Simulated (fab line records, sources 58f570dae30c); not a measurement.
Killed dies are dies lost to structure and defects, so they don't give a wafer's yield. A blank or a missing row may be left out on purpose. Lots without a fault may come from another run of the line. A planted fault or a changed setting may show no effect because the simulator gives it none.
Which tool did it? | flow berkeley_cmos170 | 15 lots, 45 wafers sampled, at 5 steps of a route of 331

WHAT THE GAUGES READ, wafer by wafer
UCB170_ACTIVE_OVL_MEAS_14.
lot  | measured    | on         | ACTIVE_OVL (nm)
L995 | day 3 23:37 | overlay-02 | 1 -1 -3
L996 | day 4 08:48 | overlay-02 | 15 5 17
L997 | day 4 19:38 | overlay-02 | -9 -4 -5
L999 | day 4 19:55 | overlay-01 | -8 1 -5
L998 | day 4 22:29 | overlay-02 | -9 -4 -5
L100 | day 5 02:58 | overlay-01 | 3 0 8
L101 | day 5 02:31 | overlay-01 | -8 -4 2
L102 | day 6 00:07 | overlay-02 | 6 4 13
L103 | day 6 00:14 | overlay-01 | 2 5 5
L104 | day 6 00:29 | overlay-02 | -4 -6 -4
L105 | day 6 18:24 | overlay-02 | -2 0 3
L106 | day 7 02:48 | overlay-02 | -2 0 -4
L107 | day 7 02:39 | overlay-01 | 3 1 9
L108 | day 7 03:00 | overlay-01 | -11 -15 -15
L115 | day 8 13:33 | overlay-02 | -7 2 -4

UCB170_GATE_THK_MEAS_02.
lot  | measured    | on            | GATE_OXIDE_THK (nm)
L995 | day 5 16:00 | film_metro-02 | 6.57 6.61 6.41
L996 | day 6 03:04 | film_metro-03 | 6.69 6.78 6.69
L997 | day 6 17:29 | film_metro-02 | 6.67 6.62 6.62
L999 | day 6 17:29 | film_metro-01 | 6.66 6.63 6.61
L998 | day 7 03:31 | film_metro-02 | 6.57 6.62 6.62
L100 | day 7 00:17 | film_metro-01 | 6.54 6.66 6.60
L101 | day 7 00:16 | film_metro-02 | 6.49 6.47 6.47
L102 | day 7 15:03 | film_metro-02 | 6.56 6.45 6.53
L103 | day 7 15:03 | film_metro-01 | 6.73 6.57 6.72
L104 | day 7 15:03 | film_metro-03 | 6.60 6.64 6.46
L105 | day 8 02:56 | film_metro-01 | 6.52 6.43 6.32
L106 | day 8 09:13 | film_metro-03 | 5.40 5.26 5.42
L107 | day 8 09:13 | film_metro-02 | 5.27 5.20 5.19
L108 | day 8 09:13 | film_metro-01 | 5.36 5.24 5.24
L115 | day 9 23:42 | film_metro-02 | 6.34 6.36 6.37

UCB170_GATE_THK_MEAS_05.
lot  | measured     | on            | GATE_POLY_THK (nm)
L995 | day 6 02:58  | film_metro-02 | 216.6 217.1 215.9
L996 | day 6 11:11  | film_metro-03 | 210.8 211.6 210.0
L997 | day 7 01:10  | film_metro-01 | 216.1 214.2 215.1
L999 | day 7 01:10  | film_metro-02 | 210.4 210.7 211.3
L998 | day 7 07:46  | film_metro-01 | 217.4 217.1 217.6
L100 | day 7 04:37  | film_metro-02 | 214.3 213.3 213.4
L101 | day 7 04:35  | film_metro-03 | 210.3 212.4 210.9
L102 | day 7 23:02  | film_metro-01 | 210.1 211.4 211.0
L103 | day 7 23:02  | film_metro-02 | 210.8 212.2 211.5
L104 | day 7 23:02  | film_metro-03 | 214.5 217.2 216.6
L105 | day 8 07:18  | film_metro-02 | 214.9 212.9 213.5
L106 | day 8 14:55  | film_metro-01 | 212.7 213.2 215.8
L107 | day 8 14:55  | film_metro-03 | 213.7 212.3 213.7
L108 | day 8 14:55  | film_metro-02 | 210.4 213.5 209.0
L115 | day 10 04:05 | film_metro-02 | 215.8 215.4 215.7

WHICH TOOL RAN EACH LOT (tool, then ch and the chambers of the sampled wafers, then the start)
lot  | UCB170_NWELL_ETCH_13              | UCB170_GATE_OXIDATION_01
L995 | rie_diel-02 ch 0,1,3, day 2 05:14 | furnace-04 ch 0, day 5 14:29
L996 | rie_diel-04 ch 0,1,3, day 2 15:06 | furnace-03 ch 0, day 6 01:34
L997 | rie_diel-02 ch 1,2,3, day 2 20:41 | furnace-04 ch 0, day 6 15:59
L999 | rie_diel-02 ch 0,1,2, day 3 00:18 | furnace-04 ch 0, day 6 15:59
L998 | rie_diel-04 ch 0,1,3, day 3 00:32 | furnace-01 ch 0, day 7 01:59
L100 | rie_diel-03 ch 1,2,3, day 3 06:51 | furnace-03 ch 0, day 6 22:46
L101 | rie_diel-02 ch 2,3, day 3 08:53   | furnace-03 ch 0, day 6 22:46
L102 | rie_diel-03 ch 1,3, day 3 17:33   | furnace-01 ch 0, day 7 13:32
L103 | rie_diel-03 ch 1,2, day 3 20:20   | furnace-01 ch 0, day 7 13:32
L104 | rie_diel-04 ch 0,1,3, day 4 02:19 | furnace-01 ch 0, day 7 13:32
L105 | rie_diel-02 ch 0,1,2, day 4 08:13 | furnace-04 ch 0, day 8 01:26
L106 | rie_diel-03 ch 1,2, day 4 13:07   | furnace-01 ch 0, day 8 07:43
L107 | rie_diel-03 ch 0,1,2, day 4 21:23 | furnace-01 ch 0, day 8 07:43
L108 | rie_diel-02 ch 0,2, day 4 21:28   | furnace-01 ch 0, day 8 07:43
L115 | rie_diel-03 ch 0,1,3, day 6 23:47 | furnace-04 ch 0, day 9 22:12
- UCB170_NWELL_ETCH_13: etches Si3N4 in CH3F/Ar/O2, stops on SiO2, target depth 246.4 nm, time 154 s.
- UCB170_GATE_OXIDATION_01: target thk 6.6 nm, ox time 1800 s.

WHAT THE TOOLS THEMSELVES READ (means of the sampled wafers that have a number; where no wafer has one, the mark that the record gives instead)
UCB170_NWELL_ETCH_13.
lot  | tool        | drypump_motor_current_A (A) | oes_product_au (a.u.) | rf_fwd_power_W (W) | throttle_valve_pct (%)
L995 | rie_diel-02 | 6.3                         | 0.936                 | 448.0              | 8.09
L996 | rie_diel-04 | 5.7                         | 0.941                 | 448.7              | 8.04
L997 | rie_diel-02 | 6.2                         | 0.941                 | 447.0              | 8.10
L999 | rie_diel-02 | 6.5                         | 0.942                 | 449.4              | 8.18
L998 | rie_diel-04 | 5.7                         | 0.944                 | 450.1              | 8.04
L100 | rie_diel-03 | 5.2                         | 0.942                 | 447.4              | 8.08
L101 | rie_diel-02 | 6.1                         | 0.927                 | 447.7              | 8.11
L102 | rie_diel-03 | 4.9                         | 0.934                 | 447.5              | 8.01
L103 | rie_diel-03 | 5.5                         | 0.944                 | 448.2              | 8.14
L104 | rie_diel-04 | 5.7                         | 0.943                 | 448.2              | 8.04
L105 | rie_diel-02 | 6.5                         | 0.935                 | 447.3              | 8.19
L106 | rie_diel-03 | 5.5                         | 0.948                 | 449.1              | 8.15
L107 | rie_diel-03 | 5.6                         | 0.936                 | 448.6              | 8.12
L108 | rie_diel-02 | 6.4                         | 0.936                 | 448.1              | 8.20
L115 | rie_diel-03 | 5.3                         | 0.929                 | 446.7              | 8.05

UCB170_GATE_OXIDATION_01.
lot  | tool       | spike_tc_centre_C (C) | spike_tc_load_C (C) | spike_tc_source_C (C) | tube_center_temp_C (C) | tube_center_temp_C_max
L995 | furnace-04 | 852.5                 | 873                 | 868.1                 | 850                    | 852.2
L996 | furnace-03 | 852.7                 | 876                 | 872.6                 | 850                    | 852.6
L997 | furnace-04 | 852.5                 | 874                 | 868.6                 | 850                    | 852.5
L999 | furnace-04 | 851.9                 | 874                 | 867.1                 | 850                    | 852.4
L998 | furnace-01 | 852.1                 | 869                 | 873.8                 | 850                    | 852.0
L100 | furnace-03 | 853.0                 | 876                 | 873.9                 | 850                    | 852.1
L101 | furnace-03 | 852.1                 | 876                 | 873.4                 | 850                    | 852.3
L102 | furnace-01 | 851.8                 | 869                 | 872.1                 | 850                    | 852.4
L103 | furnace-01 | 852.1                 | 870                 | 872.8                 | 850                    | 852.3
L104 | furnace-01 | 850.8                 | 870                 | 873.4                 | 850                    | 852.4
L105 | furnace-04 | 852.8                 | 875                 | 868.4                 | 850                    | 852.1
L106 | furnace-01 | 833.2                 | 850                 | 855.8                 | 831                    | 833.6
L107 | furnace-01 | 833.0                 | 850                 | 854.3                 | 831                    | 833.2
L108 | furnace-01 | 832.4                 | 851                 | 854.7                 | 831                    | 834.0
L115 | furnace-04 | 852.8                 | 874                 | 868.4                 | 850                    | 851.9

THE ANSWER, worked out from the rows above alone
Rule: what is usual is taken from the lots themselves. Put in order of their means at a reading, lots are off if they are a third of the lots or fewer, leave a main group of 4 or more, and stand apart from it by a gap of 3 or more times the standard deviation of the main group's means; of several such gaps the widest counts. A main group whose means are all the same, to the digits that the tables above print for the reading, isn't used. A lot without any number at a reading at which 4 lots or more have one is off too. The other lots that the step has rows for count as sound. The gauges are gone through in route order, then the tools' own readings, and for those a lot's mean is taken as printed above. The first step at which some lot is off is used, and at that step the reading that is off furthest; a lot without a number counts as furthest.
Off: L106, L107, L108, at UCB170_GATE_THK_MEAS_02 (GATE_OXIDE_THK). The main group: mean 6.56 nm, standard deviation 0.1.
A tool fits if, at a process step before that reading, it ran every lot that is off, and no sound lot after the first of them. The gauges at UCB170_GATE_THK_MEAS_02 aren't tried: what is off there is off at UCB170_GATE_OXIDATION_01 too, on other tools, and a gauge's error can't cause that. One fits: furnace-01 at UCB170_GATE_OXIDATION_01. Its last sound lot is L102 (day 7 13:32), its first lot that is off L106 (day 8 07:43): a fault that began between those two fits.
The tool's own readings at UCB170_GATE_OXIDATION_01 bear it out: on the lots that are off they differ by more than 5 times the standard deviation of the sound lots' means. spike_tc_centre_C reads 832.9 C there against 852.3 C on the sound lots; spike_tc_load_C reads 850 C there against 873 C on the sound lots; spike_tc_source_C reads 854.9 C there against 871.0 C on the sound lots; tube_center_temp_C reads 831 C there against 850 C on the sound lots; tube_center_temp_C_max reads 833.6 there against 852.3 on the sound lots.

WHAT THE SIMULATOR HAD PUT IN
Process parameter drift: furnace-01, from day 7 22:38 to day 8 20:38, at UCB170_GATE_OXIDATION_01. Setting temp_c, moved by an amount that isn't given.
Lots struck among those shown: L107, L106, L108. The rule above found the same.
